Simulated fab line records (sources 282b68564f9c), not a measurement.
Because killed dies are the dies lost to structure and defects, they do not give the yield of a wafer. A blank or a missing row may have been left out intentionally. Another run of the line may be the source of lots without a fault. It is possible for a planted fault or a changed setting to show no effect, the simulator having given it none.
Struck lot and sound lot, side by side | flow rit-cmos | 23 out of 202 route steps
Sound: the wafers L261.2, L261.3, L261.4. Wafers struck: L267.1, L267.5, L267.6. The cause comes at the end.
For every step that has rows: the tool of each side, followed by ch and its chambers, followed by its first start. Under that, the readings that differ: sound wafers | struck wafers | difference of the means | sigmas: that difference in standard deviations of wafers without a fault.
alike: words and numbers the same on both sides, and readings whose means are apart by under 2 such deviations; not compared: readings that were withheld, readings missing a value for some wafer, numbers with overlapping values and no deviation given by the record, and bounds like >300 which may hide the same value.
A row with sigmas, a row that says differs or no value, or rows on one side alone: a step with any of these is where the two part. Numbers that don't overlap but have no deviation are shown without sigmas and don't part them. A reading missing from all wafers of one side parts the sides only when that side holds two or more wafers.

RIT_SDANNEAL_RS_MEAS_06: measures by four-point-probe.
  sound: film-metro-01 at day 4 00:21; struck: film-metro-04 at day 5 11:45
  alike: PLDD_RS
RIT_SDANNEAL_RS_MEAS_07: measures by four-point-probe.
  sound: film-metro-01 at day 4 00:28; struck: film-metro-04 at day 5 11:52
  alike: NLDD_RS
then, 1 step without rows for these wafers: RIT_SILICIDE_WET_ETCH_00 (etches SiO2 in BOE, target depth 14 nm, time 15 s).
RIT_SILICIDE_SPUTTER_01: material Ti, target thk 30 nm, time 240 s.
  sound: pvd-sputter-02 at day 4 00:35; struck: pvd-sputter-02 at day 5 12:00
  alike: throttle-valve-pct
RIT_SILICIDE_RS_MEAS_02: measures by four-point-probe.
  sound: film-metro-02 at day 4 00:45; struck: film-metro-02 at day 5 12:09
  alike: SILICIDE_TI_RS
RIT_SILICIDE_THK_MEAS_03: measures by xrf.
  sound: film-metro-02 at day 4 00:52; struck: film-metro-02 at day 5 12:16
  alike: SILICIDE_TI_THK
RIT_SILICIDE_RTA_04: time 10 s, ramp up 5 s, ramp down 5 s.
  sound on rtp-anneal-02 ch 0, day 4 00:55; struck on rtp-anneal-02 ch 0, day 5 12:20
  alike: wafer_temp_C_max
then, 1 step without rows for these wafers: RIT_SILICIDE_WET_ETCH_05 (etches Ti in SPM, time 120 s).
RIT_SILICIDE_RTA_06: time 10 s, ramp up 5 s, ramp down 10 s.
  sound on rtp-anneal-01 ch 0, day 4 01:02; struck on rtp-anneal-01 ch 0, day 5 12:26
  alike: wafer_temp_C_max
RIT_CONTACT_CVD_00: deposits SiO2 from TEOS, target thk 400 nm, time 61 s.
  sound on pecvd-01 ch 0,2, day 4 01:05; struck on pecvd-01 ch 1,2, day 5 12:30
  alike: heater-power-w
RIT_CONTACT_THK_MEAS_01:
  sound: film-metro-03 at day 4 01:09; struck: film-metro-04 at day 5 12:34
  reading               | sound       | struck      | difference | sigmas
  CONTACT_TEOS_THK (nm) | 387 386 389 | 396 399 402 | +12        | +2
then, 1 step without rows for these wafers: RIT_CONTACT_HMDS_02 (prime time 60 s).
RIT_CONTACT_COAT_03: resist thk 1000 nm.
  sound on litho-track-01 ch 0, day 4 01:22; struck on litho-track-02 ch 0, day 5 12:46
  reading                                      | sound                | struck               | difference | sigmas
  spin-speed-rpm (rpm)                         | 3250.5 3248.2 3247.2 | 3716.3 3717.5 3719.5 | +469.1     | +99 or more
  model.NOVOLAK_of_CONTACT_COAT_03.thk-nm (nm) | 995.2 995.4 997.5    | 928.5 932.6 931.2    | -65.3      |
then, 4 steps without rows for these wafers: RIT_CONTACT_SOFTBAKE_04 (time 60 s); RIT_CONTACT_EXPOSE_05 (exposes mask M11, target cd 1000 nm); RIT_CONTACT_PEB_06; RIT_CONTACT_DEVELOP_07 (develop time 120 s).
RIT_CONTACT_CD_MEAS_08: the cd target is 1000 nm.
  sound: cd-sem-02 at day 4 02:11; struck: cd-sem-02 at day 5 13:52
  reading    | sound               | struck               | difference | sigmas
  cd-nm (nm) | 998.8 1001.4 1000.3 | 1007.2 1006.1 1005.6 | +6.1       | +3
  not compared: hold
RIT_CONTACT_OVL_MEAS_09:
  sound: overlay-02 at day 4 02:17; struck: overlay-01 at day 5 14:03
  reading          | sound          | struck      | difference | sigmas
  CONTACT_OVL (nm) | -1.9 -2.3 -1.8 | 1.0 1.8 2.9 | +3.9       | +3
then, 1 step without rows for these wafers: RIT_CONTACT_HARDBAKE_10 (time 60 s).
RIT_CONTACT_ETCH_11: etches SiO2 in CHF3/CF4/Ar, stops on TiSi2, target depth 480 nm, time 320 s.
  sound on rie-diel-04 ch 0,2,3, day 4 02:28; struck on rie-diel-02 ch 0,1,3, day 5 14:17
  reading                                      | sound             | struck            | difference | sigmas
  model.NOVOLAK_of_CONTACT_COAT_03.thk-nm (nm) | 764.1 766.7 770.4 | 705.3 709.6 708.6 | -59.2      |
  model.CONTACT.cd-nm (nm)                     | 998.5 1001 999.9  | 1007 1006 1006    | +7         |
  alike: drypump-motor-current-A, oes-product-au, throttle-valve-pct
  not compared: rf-hours-counter-h
RIT_CONTACT_STRIP_12: strips in O2, time 180 s.
  sound on plasma-asher-01 ch 0,1, day 4 02:40; struck on plasma-asher-03 ch 0,1, day 5 14:29
  alike: drypump-motor-current-A
  not compared: rf-hours-counter-h
RIT_M1_PROBE_99:
  record: rows for the struck wafers here (prober-01, day 5 20:29), none for the sound ones

WHERE THEY PART
Last at RIT_M1_PROBE_99 as far as this record goes, first at RIT_CONTACT_THK_MEAS_01.

WHY: whatever the simulator had introduced
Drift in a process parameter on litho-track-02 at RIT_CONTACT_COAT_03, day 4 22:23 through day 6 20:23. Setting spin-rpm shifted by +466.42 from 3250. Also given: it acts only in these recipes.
